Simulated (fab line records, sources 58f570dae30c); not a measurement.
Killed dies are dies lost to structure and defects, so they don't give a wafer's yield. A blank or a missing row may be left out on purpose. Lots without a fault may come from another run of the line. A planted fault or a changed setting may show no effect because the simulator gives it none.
Chamber matching | flow berkeley_cmos170 | UCB170_V2_CMP_02 on cmp-01: 4 sister chambers
The step polishes SiO2. 4 wafers are shown with their chamber, then 8 later ones without.

WAFERS WITH THEIR CHAMBER
wafer  | chamber | motor_current_A (A)
L403.3 | 2       | 17.9
L409.2 | 3       | 17.0
L409.6 | 1       | 14.3
L417.2 | 0       | 17.8

WAFERS WITHOUT THEIR CHAMBER
wafer  | motor_current_A (A)
L417.5 | 17.7
L417.6 | 15.8
L416.2 | 16.0
L416.3 | 15.0
L416.5 | 14.3
L419.2 | 18.5
L419.3 | 15.1
L419.5 | 14.8

WHICH CHAMBER EACH WENT THROUGH
wafer  | from the rows above               | in truth
L417.5 | can't be placed: 0 or 2 or 3      | 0
L417.6 | can't be placed: 3 or 1 or 0 or 2 | 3
L416.2 | can't be placed: 3 or 1 or 0 or 2 | 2
L416.3 | can't be placed: 1 or 3           | 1
L416.5 | 1                                 | 1
L419.2 | can't be placed: 2 or 0 or 3      | 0
L419.3 | can't be placed: 1 or 3           | 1
L419.5 | 1                                 | 1
Placed correctly: 2 of 8. Can't be placed from these rows: 6 (the true chamber is among the candidates in 6). Placed wrongly: 0.
How it was worked out, from the rows above alone: a wafer's distance from a chamber is the root of the sum, over the readings, of the square of ((its reading less the chamber's mean) divided by the reading's scatter). The wafer belongs to the nearest chamber; if the next one is less than 2 further off, it can't be placed. A chamber's mean is the mean of its shown wafers. The scatter: with one shown wafer a chamber, the root of the mean of the squares of how far each hidden wafer lies from its nearest shown one.
